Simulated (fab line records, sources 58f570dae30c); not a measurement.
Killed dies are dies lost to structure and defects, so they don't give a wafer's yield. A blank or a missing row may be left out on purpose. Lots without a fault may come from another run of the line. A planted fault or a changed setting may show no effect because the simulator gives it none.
fab line records | flow berkeley_cmos170 | part 1 of 2: steps 1 to 29 of 40
record lots=5 wafers=15 last_day=12
route steps=331 shown NWELL@22 PWELL@34 WELLDRIVE@55 ACTIVE@60
lots that met no fault: from a run of the same line without faults
start_h: hours from the record's first day to the start of the lot's first wafer shown | wait_h: hours since the lot's step before | " the same as in the row above | L1.1+2: a row that stands for several wafers | - no value, or no start given | * or withheld: withheld | < > ~ a bound
route shown NAME@n: a module of which the file shows steps, and the number in the route of the first | usual: mean/standard deviation of fault-free wafers | same: alike in all rows | chamber/n: place in a boat | sites: the reading at each site | _std_site: their standard deviation | _edge_site: outer sites' mean less inner sites' | radius_mm: how far each site lies from the wafer's centre | mask NAME#n: copy n | behind: the tool/chamber that last shaped the wafer | hold: why the lot was held/for how many hours/how that ended | device: the transistor (n, p or np) that didn't switch | end of line: the same wafers' tests at the end of the route | a step without rows: its recipe alone | killed: dies lost to structure and defects at the first sort, not the wafer's yield | map: a wafer's dies, x killed, . not, _ none there
set.NAME: the setting as run; set.NAME@STEP: as run at that earlier step | model.NAME: the simulator's own value behind a step, which no gauge read
lots at some steps of the route; a table a step, a row a wafer
services: from which hour (start_h, from the record's first day; less than 0 if before it) a tool's chamber was out of use, for how many hours, and why
## steps
# step UCB170_NWELL_SOFTBAKE_08
# recipe resist=KrF temp_c=130 time_s=60
# columns lot.wafer tool chamber start_h wait_h
L076.2+3+4 litho_track-03 0 51.69 0.1
L079.1+2+3 litho_track-01 0 59.21 0.1
L082.2+4+5 litho_track-03 0 77.18 0.1
L087.1+4+5 litho_track-04 0 96.41 0.1
L092.2+3+6 litho_track-01 0 135.20 0.1
# step UCB170_NWELL_EXPOSE_09
# recipe mask_id=NWELL target_cd_nm=3000 na=0.5 sigma_outer=0.6 source_shape=conventional dose_mj=25
# columns lot.wafer tool chamber start_h wait_h mask
L076.2+3+4 krf_scanner-01 0 51.96 0.2 NWELL#0
L079.1+2+3 krf_scanner-01 0 59.61 0.4 NWELL#0
L082.2+4+5 krf_scanner-01 0 77.45 0.2 NWELL#0
L087.1+4+5 krf_scanner-01 0 96.56 0.1 NWELL#0
L092.2+3+6 krf_scanner-02 0 135.47 0.2 NWELL#0
# step UCB170_NWELL_PEB_10
# recipe peb_temp_c=130 peb_time_s=withheld resist=KrF
# columns lot.wafer tool chamber start_h wait_h
L076.2+3+4 litho_track-01 0 52.47 0.5
L079.1+2+3 litho_track-01 0 59.72 0.1
L082.2+4+5 litho_track-01 0 77.78 0.3
L087.1+4+5 litho_track-04 0 96.67 0.1
L092.2+3+6 litho_track-04 0 135.60 0.1
# step UCB170_NWELL_DEVELOP_11
# recipe developer=TMAH develop_time_s=45 resist=KrF dev_temp_c=21
# columns lot.wafer tool chamber start_h wait_h
L076.2+3+4 litho_track-01 0 - -
L079.1+2+3 litho_track-01 0 - -
L082.2+4+5 litho_track-01 0 - -
L087.1+4+5 litho_track-04 0 - -
L092.2+3+6 litho_track-04 0 - -
# step UCB170_NWELL_OVL_MEAS_12
# usual NWELL_OVL=-1/4.8
# columns lot.wafer tool chamber start_h wait_h NWELL_OVL[nm]
L076.2 overlay-02 - 52.73 - 4
L076.3 " - " " -2
L076.4 " - " " 7
L079.1 overlay-01 - 60.00 - -5
L079.2 " - " " 4
L079.3 " - " " -7
L082.2 overlay-02 - 78.03 - 6
L082.4 " - " " 3
L082.5 " - " " 3
L087.1 overlay-02 - 96.95 - -3
L087.4 " - " " -7
L087.5 " - " " -12
L092.2 overlay-01 - 135.85 - 1
L092.3 " - " " 1
L092.6 " - " " 0
# step UCB170_NWELL_ETCH_13
# recipe chemistry=CH3F/Ar/O2 target=Si3N4 stop_on=SiO2 CH3F_flow_sccm=20 Ar_flow_sccm=50 O2_flow_sccm=7 pressure_mtorr=50 rf_w=450 target_depth_a=2464 over_etch_frac=0.1 time_s=154
# usual drypump_motor_current_A=5.7/0.46 oes_product_au=0.937/0.015 throttle_valve_pct=8.01/0.11
# same over_etch_frac=0.1
# columns lot.wafer tool chamber start_h wait_h drypump_motor_current_A oes_product_au rf_hours_counter_h throttle_valve_pct
L076.2 rie_diel-01 0 52.76 0.0 5.2 0.938 129 8.11
L076.3 " 2 " " 6.3 0.915 33 7.99
L076.4 " 1 " " 4.8 0.932 6 8.03
L079.1 rie_diel-03 3 60.03 0.0 6.1 0.955 80 8.08
L079.2 " 0 " " 5.7 0.938 139 7.92
L079.3 " 1 " " 5.7 0.948 161 8.19
L082.2 rie_diel-01 3 78.06 0.0 6.0 0.930 138 7.97
L082.4 " 2 " " 6.3 0.935 34 8.01
L082.5 " 0 " " 5.2 0.950 - 8.11
L087.1 rie_diel-03 0 96.99 0.0 5.7 0.941 141 7.94
L087.4 " 2 " " 5.3 0.922 - 7.91
L087.5 " 3 " " 6.0 0.960 - 8.06
L092.2 rie_diel-02 3 135.88 0.0 6.3 0.944 56 7.97
L092.3 " 0 " " 5.2 0.923 59 7.83
L092.6 " 3 " " 6.3 0.949 - 7.96
# step UCB170_NWELL_IMPLANT_14
# recipe species=P dose_cm2=1e+13 energy_kev=150 tilt_deg=7
# columns lot.wafer tool chamber start_h wait_h
L076.2+3+4 implanter-01 0 52.88 0.1
L079.1+2+3 implanter-04 0 60.14 0.1
L082.2+4+5 implanter-02 0 78.19 0.1
L087.1+4+5 implanter-02 0 97.09 0.1
L092.2+3+6 implanter-02 0 136.01 0.1
# step UCB170_NWELL_STRIP_15
# recipe chemistry=O2 power_w=400 pressure_mtorr=3500 platen_temp_c=withheld o2_flow_sccm=400 overash_fraction=0.5
# usual drypump_motor_current_A=5.5/0.35 oes_product_au=0.721/0.0049 strip_time_to_endpoint_s=18.05/0.096
# columns lot.wafer tool chamber start_h wait_h drypump_motor_current_A oes_product_au rf_hours_counter_h strip_time_to_endpoint_s
L076.2 plasma_asher-02 1 53.01 0.1 5.3 0.709 34 18.09
L076.3 " 0 " " 5.9 0.716 - 17.95
L076.4 " 1 " " 5.3 0.722 - 17.96
L079.1 plasma_asher-04 0 60.29 0.1 5.4 0.722 26 18.09
L079.2 " 1 " " 5.7 0.719 26 18.04
L079.3 " 1 " " 5.7 0.715 - 18.14
L082.2 plasma_asher-02 1 78.31 0.1 5.3 0.717 37 17.99
L082.4 " 0 " " 5.9 0.728 - 18.08
L082.5 " 0 " " 5.9 0.722 - 18.19
L087.1 plasma_asher-01 1 97.24 0.1 5.8 0.722 33 18.11
L087.4 " 1 " " 5.8 0.723 - 17.95
L087.5 " 0 " " 5.0 0.722 - 18.19
L092.2 plasma_asher-01 1 136.13 0.1 5.8 0.727 1 18.16
L092.3 " 1 " " 5.8 0.719 - 17.90
L092.6 " 0 " " 5.0 0.729 - 18.11
# step UCB170_NWELL_TW_MEAS_16
# usual NWELL_TW=1256/13
# columns lot.wafer tool chamber start_h wait_h NWELL_TW
L076.2 film_metro-01 - 53.12 0.1 1278
L076.3 " - " " 1271
L076.4 " - " " 1274
L079.1 film_metro-04 - 60.39 0.1 1255
L079.2 " - " " 1254
L079.3 " - " " 1258
L082.2 film_metro-04 - 78.42 0.1 1241
L082.4 " - " " 1239
L082.5 " - " " 1245
L087.1 film_metro-04 - 97.34 0.1 1245
L087.4 " - " " 1247
L087.5 " - " " 1253
L092.2 film_metro-03 - 136.24 0.1 1233
L092.3 " - " " 1233
L092.6 " - " " 1240
# step UCB170_NWELL_CLEAN_17
# recipe chemistry=SPM temp_c=120 time_s=600
# usual bath_heat_duty_pct=13.5/1.3
# columns lot.wafer tool chamber start_h wait_h bath_heat_duty_pct
L076.2 wet_bench-03 0 53.17 0.0 14.8
L076.3 " 0 " " 13.7
L076.4 " 0 " " 15.1
L079.1 wet_bench-03 2 60.45 0.1 14.6
L079.2 " 2 " " 15.6
L079.3 " 2 " " 15.3
L082.2 wet_bench-03 0 78.47 0.0 15.0
L082.4 " 0 " " 14.0
L082.5 " 0 " " 14.5
L087.1 wet_bench-04 2 97.40 0.1 11.0
L087.4 " 2 " " 11.8
L087.5 " 2 " " 11.6
L092.2 wet_bench-02 3 136.29 0.0 10.7
L092.3 " 3 " " 12.4
L092.6 " 3 " " 11.9
# step UCB170_NWELL_WET_ETCH_18
# recipe chemistry=H3PO4 target=Si3N4 temp_c=160 time_s=14400
# usual bath_heat_duty_pct=27.4/2.4
# columns lot.wafer tool chamber start_h wait_h bath_heat_duty_pct
L076.2 wet_bench-03 3 53.34 0.0 29.8
L076.3 " 3 " " 29.5
L076.4 " 3 " " 28.7
L079.1 wet_bench-03 3 60.64 0.0 28.4
L079.2 " 3 " " 27.9
L079.3 " 3 " " 28.6
L082.2 wet_bench-02 0 78.65 0.0 27.3
L082.4 " 0 " " 28.1
L082.5 " 0 " " 29.0
L087.1 wet_bench-04 1 97.92 0.3 25.7
L087.4 " 1 " " 24.1
L087.5 " 1 " " 24.8
L092.2 wet_bench-04 3 136.47 0.0 26.9
L092.3 " 3 " " 28.4
L092.6 " 3 " " 27.7
# step UCB170_NWELL_WET_ETCH_19
# recipe chemistry=BOE dilution=5:1 target=SiO2 temp_c=25 time_s=22
# usual bath_heat_duty_pct=6.6/0.71
# columns lot.wafer tool chamber start_h wait_h bath_heat_duty_pct
L076.2 wet_bench-02 2 57.35 0.0 6.4
L076.3 " 2 " " 6.8
L076.4 " 2 " " 6.3
L079.1 wet_bench-03 0 65.01 0.0 7.2
L079.2 " 0 " " 7.9
L079.3 " 0 " " 7.5
L082.2 wet_bench-04 0 82.93 0.3 7.6
L082.4 " 0 " " 7.5
L082.5 " 0 " " 7.1
L087.1 wet_bench-04 0 102.11 0.2 6.6
L087.4 " 0 " " 7.5
L087.5 " 0 " " 6.7
L092.2 wet_bench-03 1 140.52 0.0 6.2
L092.3 " 1 " " 6.2
L092.6 " 1 " " 7.2
# step UCB170_PWELL_CLEAN_00
# recipe chemistry=SPM temp_c=120 time_s=600
# usual bath_heat_duty_pct=13.8/1.3
# columns lot.wafer tool chamber start_h wait_h bath_heat_duty_pct
L076.2 wet_bench-03 3 57.37 0.0 13.5
L076.3 " 3 " " 14.6
L076.4 " 3 " " 15.3
L079.1 wet_bench-03 2 65.02 0.0 15.2
L079.2 " 2 " " 14.9
L079.3 " 2 " " 15.9
L082.2 wet_bench-04 2 83.31 0.4 11.8
L082.4 " 2 " " 12.0
L082.5 " 2 " " 12.6
L087.1 wet_bench-04 3 102.12 0.0 14.6
L087.4 " 3 " " 15.7
L087.5 " 3 " " 14.2
L092.2 wet_bench-03 2 140.54 0.0 15.7
L092.3 " 2 " " 14.8
L092.6 " 2 " " 13.9
# step UCB170_PWELL_CLEAN_01
# recipe chemistry=dHF dilution=25:1 time_s=60
# columns lot.wafer tool chamber start_h wait_h
L076.2+3+4 wet_bench-02 1 57.54 0.0
L079.1+2+3 wet_bench-02 1 65.20 0.0
L082.2+4+5 wet_bench-04 2 83.84 0.3
L087.1+4+5 wet_bench-03 3 102.30 0.0
L092.2+3+6 wet_bench-04 2 140.73 0.0
# step UCB170_PWELL_OXIDATION_02
# recipe temp_c=1000 ambient=O2 target_thk_a=264 ox_time_s=1260
# usual zone_power_centre_pct=47.1/1.9
# columns lot.wafer tool chamber start_h wait_h zone_power_centre_pct
L076.2 furnace-01 0 62.92 5.4 49.0
L076.3 " 0 " " 48.9
L076.4 " 0 " " 49.3
L079.1 furnace-01 0 70.13 4.9 49.6
L079.2 " 0 " " 49.7
L079.3 " 0 " " 48.4
L082.2 furnace-01 0 86.09 2.2 48.3
L082.4 " 0 " " 49.2
L082.5 " 0 " " 48.8
L087.1 furnace-02 0 105.57 3.2 44.9
L087.4 " 0 " " 44.8
L087.5 " 0 " " 45.4
L092.2 furnace-04 0 143.39 2.6 47.8
L092.3 " 0 " " 48.5
L092.6 " 0 " " 48.0
# step UCB170_PWELL_THK_MEAS_03
# recipe reads=SiO2_of_PWELL_OXIDATION_02
# usual PWELL_OXIDE_THK=26.6/0.4
# columns lot.wafer tool chamber start_h wait_h PWELL_OXIDE_THK[nm]
L076.2 film_metro-04 - 64.28 0.0 26.6
L076.3 " - " " 26.9
L076.4 " - " " 27.1
L079.1 film_metro-01 - 71.54 0.1 26.7
L079.2 " - " " 26.2
L079.3 " - " " 26.7
L082.2 film_metro-01 - 87.45 0.0 26.5
L082.4 " - " " 26.6
L082.5 " - " " 26.5
L087.1 film_metro-01 - 106.92 0.0 25.7
L087.4 " - " " 26.4
L087.5 " - " " 25.9
L092.2 film_metro-02 - 144.75 0.0 26.7
L092.3 " - " " 27.1
L092.6 " - " " 27.0
# step UCB170_PWELL_ANNEAL_04
# recipe temp_c=1000 time_s=900 ambient=N2
# usual zone_power_centre_pct=47.8/1.5
# columns lot.wafer tool chamber start_h wait_h zone_power_centre_pct
L076.2 furnace-02 0 68.35 4.1 44.7
L076.3 " 0 " " 45.4
L076.4 " 0 " " 45.4
L079.1 furnace-01 0 76.83 5.3 49.4
L079.2 " 0 " " 48.9
L079.3 " 0 " " 48.9
L082.2 furnace-04 0 91.61 4.2 48.8
L082.4 " 0 " " 48.4
L082.5 " 0 " " 47.2
L087.1 furnace-04 0 110.96 4.0 48.4
L087.4 " 0 " " 48.7
L087.5 " 0 " " 47.2
L092.2 furnace-04 0 149.42 4.7 48.1
L092.3 " 0 " " 47.5
L092.6 " 0 " " 48.1
# step UCB170_PWELL_CVD_05
# recipe material=Si3N4 target_thk_nm=220 temp_c=800 precursor=SiH2Cl2/NH3 time_s=3300 pressure_mtorr=200 sih2cl2_flow_sccm=25 nh3_flow_sccm=75
# usual zone_power_centre_pct=38/3.1
# columns lot.wafer tool chamber start_h wait_h zone_power_centre_pct
L076.2 lpcvd-01 1 69.60 0.0 42
L076.3 " 1 " " 41
L076.4 " 1 " " 40
L079.1 lpcvd-02 0 78.08 0.0 40
L079.2 " 0 " " 39
L079.3 " 0 " " 39
L082.2 lpcvd-01 0 92.86 0.0 34
L082.4 " 0 " " 34
L082.5 " 0 " " 34
L087.1 lpcvd-02 1 113.08 0.9 35
L087.4 " 1 " " 35
L087.5 " 1 " " 35
L092.2 lpcvd-01 1 150.67 0.0 41
L092.3 " 1 " " 41
L092.6 " 1 " " 41
# step UCB170_PWELL_THK_MEAS_06
# recipe reads=Si3N4_of_PWELL_CVD_05
# usual PWELL_NITRIDE_THK=221.0/2
# columns lot.wafer tool chamber start_h wait_h PWELL_NITRIDE_THK[nm]
L076.2 film_metro-02 - 71.70 0.2 223.2
L076.3 " - " " 221.9
L076.4 " - " " 221.3
L079.1 film_metro-04 - 79.99 0.0 221.4
L079.2 " - " " 222.3
L079.3 " - " " 221.4
L082.2 film_metro-01 - 94.79 0.0 220.5
L082.4 " - " " 219.8
L082.5 " - " " 219.9
L087.1 film_metro-04 - 115.00 0.0 221.7
L087.4 " - " " 222.8
L087.5 " - " " 221.3
L092.2 film_metro-02 - 152.60 0.0 222.1
L092.3 " - " " 220.4
L092.6 " - " " 222.0
# step UCB170_PWELL_HMDS_07
# recipe prime_time_s=60 prime_temp_c=100
# columns lot.wafer tool chamber start_h wait_h
L076.2+3+4 litho_track-02 0 71.78 0.1
L079.1+2+3 litho_track-04 0 80.08 0.1
L082.2+4+5 litho_track-04 0 95.02 0.2
L087.1+4+5 litho_track-03 0 115.30 0.3
L092.2+3+6 litho_track-04 0 152.67 0.1
# step UCB170_PWELL_COAT_08
# recipe resist=KrF spin_rpm=1500 resist_thk_nm=900
# usual dispense_pressure_kPa=51.0/2.2 spin_speed_rpm=1500.1/1
# columns lot.wafer tool chamber start_h wait_h dispense_pressure_kPa spin_speed_rpm
L076.2 litho_track-02 0 71.93 0.1 52.2 1502.5
L076.3 " 0 " " 52.2 1499.0
L076.4 " 0 " " 52.2 1500.1
L079.1 litho_track-04 0 80.23 0.1 48.2 1498.6
L079.2 " 0 " " 48.2 1499.7
L079.3 " 0 " " 48.2 1499.5
L082.2 litho_track-04 0 95.17 0.1 48.2 1501.3
L082.4 " 0 " " 48.2 1501.6
L082.5 " 0 " " 48.2 1501.0
L087.1 litho_track-03 0 115.45 0.1 52.8 1498.7
L087.4 " 0 " " 52.8 1500.3
L087.5 " 0 " " 52.9 1500.8
L092.2 litho_track-04 0 152.82 0.1 48.1 1501.2
L092.3 " 0 " " 48.1 1499.9
L092.6 " 0 " " 48.2 1499.0
# step UCB170_PWELL_SOFTBAKE_09
# recipe resist=KrF temp_c=130 time_s=60
# columns lot.wafer tool chamber start_h wait_h
L076.2+3+4 litho_track-02 0 72.08 0.1
L079.1+2+3 litho_track-04 0 80.38 0.1
L082.2+4+5 litho_track-04 0 95.32 0.1
L087.1+4+5 litho_track-03 0 115.60 0.1
L092.2+3+6 litho_track-04 0 152.97 0.1
# step UCB170_PWELL_EXPOSE_10
# recipe mask_id=PWELL target_cd_nm=3000 na=0.5 sigma_outer=0.6 source_shape=conventional dose_mj=19
# columns lot.wafer tool chamber start_h wait_h mask
L076.2+3+4 krf_scanner-01 0 72.55 0.5 PWELL#0
L079.1+2+3 krf_scanner-01 0 80.66 0.2 PWELL#0
L082.2+4+5 krf_scanner-02 0 95.70 0.4 PWELL#0
L087.1+4+5 krf_scanner-01 0 115.89 0.3 PWELL#0
L092.2+3+6 krf_scanner-02 0 153.12 0.1 PWELL#0
# step UCB170_PWELL_PEB_11
# recipe peb_temp_c=130 peb_time_s=withheld resist=KrF
# columns lot.wafer tool chamber start_h wait_h
L076.2+3+4 litho_track-03 0 72.67 0.1
L079.1+2+3 litho_track-04 0 80.98 0.3
L082.2+4+5 litho_track-03 0 95.82 0.1
L087.1+4+5 litho_track-03 0 116.30 0.4
L092.2+3+6 litho_track-03 0 153.24 0.1
# step UCB170_PWELL_DEVELOP_12
# recipe developer=TMAH develop_time_s=45 resist=KrF dev_temp_c=21
# columns lot.wafer tool chamber start_h wait_h
L076.2+3+4 litho_track-03 0 - -
L079.1+2+3 litho_track-04 0 - -
L082.2+4+5 litho_track-03 0 - -
L087.1+4+5 litho_track-03 0 - -
L092.2+3+6 litho_track-03 0 - -
# step UCB170_PWELL_OVL_MEAS_13
# usual PWELL_OVL=0/5.2
# columns lot.wafer tool chamber start_h wait_h PWELL_OVL[nm]
L076.2 overlay-01 - 72.93 - -3
L076.3 " - " " 4
L076.4 " - " " 1
L079.1 overlay-02 - 81.26 - -6
L079.2 " - " " -3
L079.3 " - " " 2
L082.2 overlay-02 - 96.08 - 2
L082.4 " - " " -1
L082.5 " - " " -4
L087.1 overlay-01 - 116.57 - 11
L087.4 " - " " 5
L087.5 " - " " -3
L092.2 overlay-01 - 153.49 - -7
L092.3 " - " " -7
L092.6 " - " " -11
# step UCB170_PWELL_ETCH_14
# recipe chemistry=CH3F/Ar/O2 target=Si3N4 stop_on=SiO2 CH3F_flow_sccm=20 Ar_flow_sccm=50 O2_flow_sccm=7 pressure_mtorr=50 rf_w=450 target_depth_a=2420 over_etch_frac=0.1 time_s=151
# usual drypump_motor_current_A=5.7/0.47 oes_product_au=0.936/0.012 throttle_valve_pct=8.01/0.12
# same over_etch_frac=0.1
# columns lot.wafer tool chamber start_h wait_h drypump_motor_current_A oes_product_au rf_hours_counter_h throttle_valve_pct
L076.2 rie_diel-01 3 72.96 0.0 6.1 0.931 138 7.97
L076.3 " 1 " " 4.8 0.942 7 8.00
L076.4 " 0 " " 5.2 0.937 130 8.09
L079.1 rie_diel-02 1 81.29 0.0 5.6 0.956 158 7.96
L079.2 " 3 " " 6.2 0.953 52 7.97
L079.3 " 0 " " 5.2 0.931 56 7.85
L082.2 rie_diel-04 0 96.11 0.0 5.4 0.927 145 8.14
L082.4 " 3 " " 5.3 0.930 35 8.17
L082.5 " 1 " " 5.5 0.931 - 7.86
L087.1 rie_diel-02 3 116.61 0.0 6.3 0.956 55 7.95
L087.4 " 1 " " 5.5 0.963 160 7.95
L087.5 " 0 " " 5.2 0.937 - 7.85
L092.2 rie_diel-01 1 153.52 0.0 4.8 0.959 11 8.03
L092.3 " 0 " " 5.2 0.930 133 8.09
L092.6 " 0 " " 5.2 0.947 - 8.09
# step UCB170_PWELL_IMPLANT_15
# recipe species=B dose_cm2=5e+12 energy_kev=60 tilt_deg=7
# columns lot.wafer tool chamber start_h wait_h
L076.2+3+4 implanter-02 0 73.09 0.1
L079.1+2+3 implanter-03 0 81.40 0.1
L082.2+4+5 implanter-03 0 96.23 0.1
L087.1+4+5 implanter-04 0 116.71 0.1
L092.2+3+6 implanter-03 0 153.65 0.1
# step UCB170_PWELL_STRIP_16
# recipe chemistry=O2 power_w=400 pressure_mtorr=3500 platen_temp_c=withheld o2_flow_sccm=400 overash_fraction=0.5
# usual drypump_motor_current_A=5.55/0.24 oes_product_au=0.721/0.0044 strip_time_to_endpoint_s=18.07/0.1
# columns lot.wafer tool chamber start_h wait_h drypump_motor_current_A oes_product_au rf_hours_counter_h strip_time_to_endpoint_s
L076.2 plasma_asher-02 1 73.21 0.1 5.29 0.714 36 18.07
L076.3 " 0 " " 5.85 0.723 - 18.13
L076.4 " 1 " " 5.27 0.727 - 18.23
L079.1 plasma_asher-03 0 81.55 0.1 5.75 0.716 36 18.09
L079.2 " 1 " " 5.29 0.719 36 18.30
L079.3 " 0 " " 5.71 0.723 - 18.11
L082.2 plasma_asher-03 1 96.36 0.1 5.30 0.714 38 18.09
L082.4 " 1 " " 5.32 0.726 - 18.17
L082.5 " 1 " " 5.32 0.716 - 18.15
L087.1 plasma_asher-02 1 116.86 0.1 5.27 0.722 42 18.24
L087.4 " 1 " " 5.30 0.721 - 18.06
L087.5 " 1 " " 5.28 0.717 - 17.98
L092.2 plasma_asher-02 1 153.77 0.1 5.29 0.721 44 18.11
L092.3 " 0 " " 5.87 0.729 - 18.18
L092.6 " 1 " " 5.30 0.717 - 18.19
